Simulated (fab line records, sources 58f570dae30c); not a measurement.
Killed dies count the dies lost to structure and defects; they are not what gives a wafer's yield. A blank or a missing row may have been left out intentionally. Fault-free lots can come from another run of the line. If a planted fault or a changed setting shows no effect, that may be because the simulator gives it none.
What tool caused it? + flow berkeley-cmos170 + 15 lots with 45 wafers sampled at 2 steps, on a route of 331 steps

WHAT THE GAUGES SHOWED, per wafer
UCB170_PFIELD_TW_MEAS_09. Usual: PFIELD_TW typically reads 605, with standard deviation 4.3.
| lot  | measured    | on            | PFIELD_TW   | flag |
|------|-------------|---------------|-------------|------|
| L901 | day 5 12:11 | film-metro-04 | 608 608 608 |      |
| L902 | day 5 12:29 | film-metro-03 | 603 604 604 |      |
| L903 | day 6 02:50 | film-metro-04 | 608 612 613 |      |
| L904 | day 6 03:14 | film-metro-03 | 603 606 604 |      |
| L907 | day 6 11:40 | film-metro-01 | 601 606 600 |      |
| L906 | day 6 13:06 | film-metro-04 | 612 611 612 |      |
| L905 | day 6 13:08 | film-metro-01 | 604 603 605 |      |
| L909 | day 6 20:48 | film-metro-04 | 610 607 610 |      |
| L910 | day 7 09:52 | film-metro-01 | 598 600 599 |      |
| L911 | day 7 10:53 | film-metro-01 | 600 597 600 |      |
| L914 | day 7 19:19 | film-metro-04 | 611 613 614 |      |
| L916 | day 8 12:43 | film-metro-04 | 608 608 609 |      |
| L918 | day 9 01:19 | film-metro-01 | 571 570 570 | OFF  |
| L920 | day 9 12:40 | film-metro-04 | 575 577 578 | OFF  |
| L922 | day 9 13:15 | film-metro-04 | 577 577 577 | OFF  |

WHICH TOOL RAN EACH LOT (tool, then ch and the chambers of the sampled wafers, then the start)
| lot  | UCB170_PFIELD_IMPLANT_07       |
|------|--------------------------------|
| L901 | implanter-02 ch 0, day 5 11:57 |
| L902 | implanter-04 ch 0, day 5 12:14 |
| L903 | implanter-02 ch 0, day 6 02:35 |
| L904 | implanter-01 ch 0, day 6 02:59 |
| L907 | implanter-02 ch 0, day 6 11:26 |
| L906 | implanter-01 ch 0, day 6 12:51 |
| L905 | implanter-02 ch 0, day 6 12:53 |
| L909 | implanter-02 ch 0, day 6 20:33 |
| L910 | implanter-04 ch 0, day 7 09:37 |
| L911 | implanter-04 ch 0, day 7 10:40 |
| L914 | implanter-04 ch 0, day 7 19:04 |
| L916 | implanter-02 ch 0, day 8 12:28 |
| L918 | implanter-04 ch 0, day 9 01:05 |
| L920 | implanter-04 ch 0, day 9 12:25 |
| L922 | implanter-04 ch 0, day 9 13:01 |
- UCB170_PFIELD_IMPLANT_07

WHAT THE TOOLS THEMSELVES READ (means of the sampled wafers that have a number; where no wafer has one, the mark that the record gives instead)
UCB170_PFIELD_IMPLANT_07. Usual: beam-energy-keV 80.007, standard deviation 0.024; end-station-pressure-torr 5.09e-06 Torr, standard deviation 2.8e-07; tilt-deg 6.997 degrees, standard deviation 0.021.
| lot  | tool         | beam-energy-keV | end-station-pressure-torr (Torr) | tilt-deg (degrees) | flag |
|------|--------------|-----------------|----------------------------------|--------------------|------|
| L901 | implanter-02 | 80.033          | 5.10e-06                         | 7.025              |      |
| L902 | implanter-04 | 80.000          | 5.20e-06                         | 6.992              |      |
| L903 | implanter-02 | 79.998          | 4.99e-06                         | 7.004              |      |
| L904 | implanter-01 | 80.006          | 5.10e-06                         | 6.992              |      |
| L907 | implanter-02 | 79.979          | 5.06e-06                         | 6.986              |      |
| L906 | implanter-01 | 80.037          | 4.86e-06                         | 6.999              |      |
| L905 | implanter-02 | 79.992          | 4.92e-06                         | 7.005              |      |
| L909 | implanter-02 | 80.009          | 5.21e-06                         | 6.992              |      |
| L910 | implanter-04 | 80.004          | 5.22e-06                         | 7.011              |      |
| L911 | implanter-04 | 80.022          | 5.15e-06                         | 6.986              |      |
| L914 | implanter-04 | 80.003          | 4.95e-06                         | 6.976              |      |
| L916 | implanter-02 | 79.986          | 4.99e-06                         | 6.981              |      |
| L918 | implanter-04 | 52.014          | 5.24e-06                         | 6.952              | OFF  |
| L920 | implanter-04 | 52.011          | 5.29e-06                         | 7.002              | OFF  |
| L922 | implanter-04 | 52.002          | 4.87e-06                         | 7.024              | OFF  |

THE ANSWER, worked out from the rows above alone
Rule: take the mean of a lot's wafers that have a number; if it is more than 3 standard deviations from the usual mean, the lot is off. Also off: a lot with no number at a reading for which 4 or more lots have one. Where the step has rows for the other lots, those lots are counted as sound. The gauges are gone through in route order, then the tools' own readings, and for those a lot's mean is taken as printed above. At the first step where some lot is off, the reading lying furthest off is the one used; lots without a number count as furthest.
Off: L918, L920, L922, seen at UCB170_PFIELD_TW_MEAS_09 (PFIELD_TW).
If a tool, at a process step before that reading, ran all the lots that are off and no sound lot after the first of them, it fits. Not tried: the gauges at UCB170_PFIELD_TW_MEAS_09; whatever is off there is also off at UCB170_PFIELD_IMPLANT_07, on other tools, and gauge error can't account for it. One fits: implanter-04 at UCB170_PFIELD_IMPLANT_07. A fault onset in the window from L914 (day 7 19:04, its last sound lot) to L918 (day 9 01:05, its first lot off) fits.
On the lots that are off, the tool's own readings at UCB170_PFIELD_IMPLANT_07 differ by more than 5 times the standard deviation of the sound lots' means, which bears it out; beam-energy-keV reads 52.009 there versus 80.006 on the sound lots.

WHAT WAS PUT IN BY THE SIMULATOR
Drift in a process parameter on implanter-04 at UCB170_PFIELD_IMPLANT_07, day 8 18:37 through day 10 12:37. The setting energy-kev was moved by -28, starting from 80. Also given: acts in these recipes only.
Lots struck among those shown: L918, L920, L922. The rule given above showed the same thing.
